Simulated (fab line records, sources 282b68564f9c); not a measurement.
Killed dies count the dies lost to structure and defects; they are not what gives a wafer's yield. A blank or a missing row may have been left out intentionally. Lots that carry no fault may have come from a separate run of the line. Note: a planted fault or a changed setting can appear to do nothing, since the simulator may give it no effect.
A lot that was struck, set against a sound lot | flow rit cmos | 15 steps out of a route of 202
Sound: the wafers L123.2, L123.3, L123.5. Struck: wafer L132.4. The cause is given at the end.
For every step that has rows: the tool of each side, followed by ch and its chambers, followed by its first start. Under that, the readings that differ: sound wafers | struck wafers | difference of the means | sigmas: that difference in standard deviations of wafers without a fault.
alike: words and numbers the same on both sides, and readings whose means are apart by under 2 such deviations; not compared: readings that were withheld, readings missing a value for some wafer, numbers with overlapping values and no deviation given by the record, and bounds like >300 which may hide the same value.
A row with sigmas, a row that says differs or no value, or rows on one side alone: a step with any of these is where the two part. Non-overlapping numbers with no deviation appear without sigmas and do not part them. Lack of a reading on every wafer of one side parts them only where that side has two or more wafers.

RIT_SILICIDE_RTA_06: time 10 s, ramp up 5 s, ramp down 10 s.
  sound on rtp anneal-01 ch 0, day 4 05:33; struck on rtp anneal-02 ch 0, day 5 21:52
  reading          | sound             | struck | difference | sigmas
  wafer_temp_C_max | 752.3 752.5 754.1 | 757.2  | +4.2       | +3
RIT_CONTACT_CVD_00: deposits SiO2 from TEOS, target thk 400 nm, time 61 s.
  sound on pecvd-02 ch 0,2, day 4 05:36; struck on pecvd-02 ch 2, day 5 21:55
  alike: heater power w
  not compared: since wet clean h
RIT_CONTACT_THK_MEAS_01:
  sound on film metro-01 at day 4 05:40; struck on film metro-01 at day 5 21:59
  reading               | sound       | struck | difference | sigmas
  CONTACT_TEOS_THK (nm) | 398 398 402 | 410    | +11        | +2
then, 6 steps without rows for these wafers: RIT_CONTACT_HMDS_02 (prime time 60 s); RIT_CONTACT_COAT_03 (resist thk 1000 nm); RIT_CONTACT_SOFTBAKE_04 (time 60 s); RIT_CONTACT_EXPOSE_05 (exposes mask M11, target cd 1000 nm); RIT_CONTACT_PEB_06; RIT_CONTACT_DEVELOP_07 (develop time 120 s).
RIT_CONTACT_CD_MEAS_08: target cd 1000 nm.
  sound on cd sem-02 at day 4 07:04; struck on cd sem-02 at day 5 23:10
  alike: cd nm
RIT_CONTACT_OVL_MEAS_09:
  sound on overlay-02 at day 4 07:12; struck on overlay-01 at day 5 23:14
  alike: CONTACT_OVL
then, 1 step without rows for these wafers: RIT_CONTACT_HARDBAKE_10 (time 60 s).
RIT_CONTACT_ETCH_11: etches SiO2 in CHF3/CF4/Ar, stops on TiSi2, target depth 480 nm, time 326.9 s.
  sound on rie diel-03 ch 0,1,2, day 4 07:23; struck on rie diel-01 ch 0, day 5 23:31
  reading                                      | sound             | struck | difference | sigmas
  model.CONTACT.feature depth nm (nm)          | 397.6 397.7 401.6 | 332.4  | -66.6      |
  model.etch.depth nm (nm)                     | 397.6 397.7 401.6 | 332.4  | -66.6      |
  model.NOVOLAK_of_CONTACT_COAT_03.thk nm (nm) | 762.7 771.4 770.3 | 803.5  | +35.4      |
  alike: drypump motor current A, oes product au, throttle valve pct
  not compared: rf hours counter h
RIT_CONTACT_STRIP_12: strips in O2, time 180 s.
  sound on plasma asher-03 ch 0,1, day 4 07:34; struck on plasma asher-02 ch 0, day 5 23:46
  alike: drypump motor current A
  not compared: rf hours counter h
RIT_M1_PROBE_99:
  sound wafers here have rows in the record (prober-01, day 4 12:29); struck ones have none

## WHERE THEY PART
First at RIT_SILICIDE_RTA_06; last, within this record, at RIT_M1_PROBE_99.

WHY: the cause the simulator had injected
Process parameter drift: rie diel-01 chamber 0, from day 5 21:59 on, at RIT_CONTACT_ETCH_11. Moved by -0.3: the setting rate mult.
